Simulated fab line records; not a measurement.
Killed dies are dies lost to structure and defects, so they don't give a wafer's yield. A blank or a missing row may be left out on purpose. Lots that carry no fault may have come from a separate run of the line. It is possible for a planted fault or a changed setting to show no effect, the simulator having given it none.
Lot-split experiment | flow rit_cmos | 20 wafers read from 5 lots, route of 202 steps

== ON THE SPLIT ==
At RIT_GATE_DEVELOP_15 (develop time 50 s), the setting develop_time_s was moved away from the recipe's 50 s on 8 of the 20 wafers read, by -4.2% to +9.5%. All remaining wafers had this setting at the recipe value.

== FROM SPLIT TO READING: 1 step shown by the file between the two ==
- RIT_GATE_HARDBAKE_18: time 60 s

== THE READING ==
GATE.cd_nm (the simulator's own value, which no gauge read), in nm, at RIT_GATE_ETCH_19 (etches poly-Si in SF6/CHF3/O2, stops on SiO2, time 165 s, target depth 312.5 nm). There is no usual value for it anywhere in the file. Here, 12 wafers ran the recipe; their average is 150.5 nm with a standard deviation of 1.3 nm.

wafer  | tool, chamber at the split | develop_time_s as run, s | against the recipe | GATE.cd_nm, nm | against lot-mates on the recipe
L074.1 | litho_track-04, 0          | 50                       | recipe             | 151.5          | -
L074.2 | litho_track-04, 0          | 53.62                    | +7.2%              | 139.9          | -11.8
L074.4 | litho_track-04, 0          | 53.62                    | +7.2%              | 139.9          | -11.8
L074.5 | litho_track-04, 0          | 53.62                    | +7.2%              | 141.2          | -10.5
L074.6 | litho_track-04, 0          | 50                       | recipe             | 151.9          | -
L078.1 | litho_track-01, 0          | 54.73                    | +9.5%              | 135.7          | -15.5
L078.2 | litho_track-01, 0          | 50                       | recipe             | 151            | -
L078.3 | litho_track-01, 0          | 50                       | recipe             | 151.3          | -
L078.4 | litho_track-01, 0          | 50                       | recipe             | 151.2          | -
L078.5 | litho_track-01, 0          | 54.73                    | +9.5%              | 134.4          | -16.8
L080.1 | litho_track-01, 0          | 47.9                     | -4.2%              | 155.1          | +5.9
L080.3 | litho_track-01, 0          | 50                       | recipe             | 149            | -
L080.4 | litho_track-01, 0          | 47.9                     | -4.2%              | 158.3          | +9.1
L080.5 | litho_track-01, 0          | 50                       | recipe             | 149.4          | -
L080.6 | litho_track-01, 0          | 47.9                     | -4.2%              | 159            | +9.8
L082.1 | litho_track-02, 0          | 50                       | recipe             | 148.4          | -
L082.2 | litho_track-02, 0          | 50                       | recipe             | 148.9          | -
L082.3 | litho_track-02, 0          | 50                       | recipe             | 149.6          | -
L083.1 | litho_track-02, 0          | 50                       | recipe             | 151.6          | -
L083.2 | litho_track-02, 0          | 50                       | recipe             | 152.2          | -

FIT RESULTS
A straight line over all 20 wafers: GATE.cd_nm changes by -1.56 nm for each +1% of develop_time_s; r = -0.98; the points scatter about the line by 1.4 nm.
The same after taking each lot's own level away (the mean of its wafers on the recipe; 20 wafers): -1.71 nm for each +1%; r = -0.99; scatter 0.95 nm.
Per that fit: largest develop_time_s move, reading shift of 16 nm.
The span of the lots' own levels, 148.97 to 151.90 nm, comes to 2.3 times the standard deviation stated above.
Consequently the slope shifts little with the lot-to-lot level, the two slopes agreeing.
Check: with one of the wafers moved furthest among these (+9.5%) left out of the fit, the line predicts -16 nm for it against its lot-mates. It came out at -15.5 nm against them.

== OTHER SPLITS APPLIED TO THESE WAFERS ==
Before the reading, these wafers also passed through other splits. Each is held against what the fit with the lots' levels taken away leaves over:
other split on the same wafers   | wafers away from the commonest value | r with GATE.cd_nm (lot level and that fit taken away)
RIT_ACTIVE_CVD_03 temp_c         | 12                                   | +0.11
RIT_ACTIVE_EXPOSE_08 dose_mj     | 7                                    | -0.21
RIT_NRETRO_COAT_01 spin_rpm      | 6                                    | -0.38
RIT_NRETRO_IMPLANT_08 energy_kev | 7                                    | +0.17
RIT_PRETRO_COAT_01 resist_thk_nm | 5                                    | +0.19
RIT_GATE_OXIDATION_05 temp_c     | 7                                    | -0.05

== FILE'S OWN FIT ==
GATE.cd_nm changes by -1.69 nm for each +1% of develop_time_s, r = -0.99.
